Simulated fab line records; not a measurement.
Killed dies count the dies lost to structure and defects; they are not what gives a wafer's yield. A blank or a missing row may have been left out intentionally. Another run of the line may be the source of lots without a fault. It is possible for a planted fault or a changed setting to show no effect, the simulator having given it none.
A struck lot beside a sound one || flow rit cmos || 14 steps out of a route of 202
Sound: these wafers, L436.1, L436.2, L436.5. Wafers L449.2, L449.4, L449.6 were the ones struck. Last of all comes the cause.
Order at every step that has rows: each side's tool, ch and its chambers, its first start. Under that, the readings that differ: sound wafers || struck wafers || difference of the means || sigmas: that difference in standard deviations of wafers without a fault.
alike: same words and numbers on both sides, and readings whose means sit less than 2 such deviations apart. not compared: any withheld reading, any reading some wafer has no value for, any bound like >300 that may hide the same value, and any number with overlapping values for which the record gives no deviation.
A row with sigmas, a row that says differs or no value, or rows on one side alone: a step with any of these is where the two part. When numbers do not overlap yet have no deviation, they are printed without sigmas and do not part them. A reading that every wafer of one side lacks parts them only if that side has two wafers or more.

RIT_GATE_THK_MEAS_07:
  sound on film metro-04 at day 3 16:47; struck on film metro-02 at day 6 10:38
  alike: GATE_OXIDE_THK
then, 1 step without rows for these wafers: RIT_GATE_CVD_08 (deposits poly-Si from SiH4, target thk 250 nm, time 2220 s).
RIT_GATE_THK_MEAS_09:
  sound on film metro-01 at day 3 18:28; struck on film metro-02 at day 6 12:37
  alike: GATE_POLY_THK
then, 6 steps without rows for these wafers: RIT_GATE_HMDS_10 (prime time 60 s); RIT_GATE_COAT_11 (resist thk 841 nm); RIT_GATE_SOFTBAKE_12 (time 60 s); RIT_GATE_EXPOSE_13 (exposes mask M6, target cd 150 nm); RIT_GATE_PEB_14; RIT_GATE_DEVELOP_15 (develop time 50 s).
RIT_GATE_CD_MEAS_16 targets a cd of 150 nm.
  sound on cd sem-01 at day 3 19:30; struck on cd sem-01 at day 6 13:32
  alike: cd nm
RIT_GATE_OVL_MEAS_17:
  sound on overlay-01 at day 3 19:37; struck on overlay-02 at day 6 13:38
{"reading": "GATE_OVL (nm)", "sound": "-2.5 -3.1 -0.5", "struck": "1.7 0.7 1.6", "difference": "+3.4", "sigmas": "+3"}
then, 1 step without rows for these wafers: RIT_GATE_HARDBAKE_18 (time 60 s).
RIT_GATE_ETCH_19: etches poly-Si in SF6/CHF3/O2, stops on SiO2, time 165 s, target depth 312.5 nm.
  sound on rie si-02 ch 0,3, day 3 19:49; struck on rie si-01 ch 1,2,3, day 6 13:49
{"reading": "oes product au (a.u.)", "sound": "0.842 0.865 0.859", "struck": "0.816 0.766 0.776", "difference": -0.069, "sigmas": -5}
{"reading": "model.GATE.feature depth nm (nm)", "sound": "253.2 252.4 253.4", "struck": "230.9 213.9 223.6", "difference": -30.2, "sigmas": ""}
{"reading": "model.etch.depth nm (nm)", "sound": "253.2 252.4 253.4", "struck": "230.9 213.9 223.6", "difference": -30.2, "sigmas": ""}
{"reading": "model.NOVOLAK_of_GATE_COAT_11.thk nm (nm)", "sound": "662.4 656.1 658.6", "struck": "682.4 687.9 683.2", "difference": "+25.5", "sigmas": ""}
  alike: CHF3_flow_sccm, drypump motor current A, throttle valve pct
  not compared: rf hours counter h
RIT_GATE_STRIP_20: strips in O2, time 180 s.
  sound on plasma asher-03 ch 0,1, day 3 19:55; struck on plasma asher-03 ch 0,1, day 6 13:56
  alike: drypump motor current A
  not compared: rf hours counter h

== WHERE THEY PART ==
At RIT_GATE_OVL_MEAS_17 first; at RIT_GATE_ETCH_19 last (within this record only). Later steps at which nothing parts them and some readings are alike: RIT_GATE_STRIP_20.

WHY: what had been put in by the simulator
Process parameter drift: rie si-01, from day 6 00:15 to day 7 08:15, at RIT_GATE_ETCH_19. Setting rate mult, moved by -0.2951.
